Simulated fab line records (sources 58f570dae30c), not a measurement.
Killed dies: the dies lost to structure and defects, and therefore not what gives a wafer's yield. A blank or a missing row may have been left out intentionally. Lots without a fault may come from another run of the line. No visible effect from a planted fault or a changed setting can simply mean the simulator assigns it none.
Split-lot trial -- flow berkeleyCmos170 -- on a route of 331 steps: 5 lots, 23 wafers read

THE SPLIT ITSELF
At UCB170_PFIELD_IMPLANT_07, the setting energyKev was moved away from the recipe's 80 on 11 of the 23 wafers read, by -6.0% to +5.2%. This setting was run at the recipe's value on the other wafers.

The reading comes from the split's own step.

THE READING
In nm, at UCB170_PFIELD_IMPLANT_07: implant.drpNm, which is the simulator's own figure and was read by no gauge. No usual value for it is given in the file.

wafer,"tool, chamber at the split",energyKev as run,against the recipe,"implant.drpNm, nm",against lot-mates on the recipe
L075.1,"implanter-01, 0",84.16,+5.2%,76.64,+1.78
L075.2,"implanter-01, 0",84.16,+5.2%,76.64,+1.78
L075.6,"implanter-01, 0",84.16,+5.2%,76.64,+1.78
L075.4,"implanter-01, 0",80,recipe,74.86,-
L075.5,"implanter-01, 0",80,recipe,74.86,-
L080.1,"implanter-01, 0",75.21,-6.0%,72.63,-2.23
L080.5,"implanter-01, 0",75.21,-6.0%,72.63,-2.23
L080.6,"implanter-01, 0",75.21,-6.0%,72.63,-2.23
L080.2,"implanter-01, 0",80,recipe,74.86,-
L080.4,"implanter-01, 0",80,recipe,74.86,-
L078.1,"implanter-02, 0",80,recipe,74.86,-
L078.3,"implanter-02, 0",80,recipe,74.86,-
L078.4,"implanter-02, 0",78.77,-1.5%,74.3,-0.56
L078.5,"implanter-02, 0",78.77,-1.5%,74.3,-0.56
L078.6,"implanter-02, 0",78.77,-1.5%,74.3,-0.56
L084.1,"implanter-03, 0",80,recipe,74.86,-
L084.2,"implanter-03, 0",80,recipe,74.86,-
L084.6,"implanter-03, 0",80,recipe,74.86,-
L084.3,"implanter-03, 0",78.41,-2.0%,74.14,-0.72
L084.5,"implanter-03, 0",78.41,-2.0%,74.14,-0.72
L083.3,"implanter-02, 0",80,recipe,74.86,-
L083.4,"implanter-02, 0",80,recipe,74.86,-
L083.5,"implanter-02, 0",80,recipe,74.86,-

THE FIT
A straight line over all 23 wafers: implant.drpNm changes by +0.358 nm for each +1% of energyKev; r = +1.00; the points scatter about the line by 0.038 nm.
The same after taking each lot's own level away (the mean of its wafers on the recipe; 23 wafers): +0.358 nm for each +1%; r = +1.00; scatter 0.038 nm.
According to that fit, moving energyKev by its largest amount changes the reading by 2.1 nm.
The lots' own levels span 74.860 to 74.860 nm.
The two slopes are in agreement: the lot-to-lot level therefore moves the slope only a little.
Check: for one of the wafers moved furthest among these (-6.0%), held out of the fit, the line's prediction against its lot-mates is -2.16 nm. Against them it came out at -2.23 nm.

OTHER SPLITS APPLIED TO THESE WAFERS
These wafers also went through other splits before the reading. Each is held against what the fit with the lots' levels taken away leaves over:
other split on the same wafers,wafers away from the commonest value,r with implant.drpNm (lot level and that fit taken away)
UCB170_START_OXIDATION_02 tempC,15,-0.09
UCB170_PWELL_OXIDATION_02 oxTimeS,18,+0.34
UCB170_PWELL_ANNEAL_04 timeS,18,+0.13
UCB170_PWELL_STRIP_16 overashFraction,7,+0.21
UCB170_ACTIVE_CVD_05 pressureMtorr,18,+0.09
UCB170_ACTIVE_DEVELOP_12 devTempC,7,-0.13

THE WHOLE CHAIN: every reading that the file lists as answering this split, in the file's order
step,what it does,reading,change (the file's fit),r (the file's)
UCB170_PFIELD_IMPLANT_07,,"implant.rpNm (the simulator's own value, which no gauge read)",+2.12 nm for each +1% of the setting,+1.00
UCB170_PFIELD_IMPLANT_07,,"implant.drpNm (the simulator's own value, which no gauge read)",+0.36 nm for each +1% of the setting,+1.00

FILE'S OWN FIT
implant.drpNm changes by +0.36 nm for each +1% of energyKev, r = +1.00.
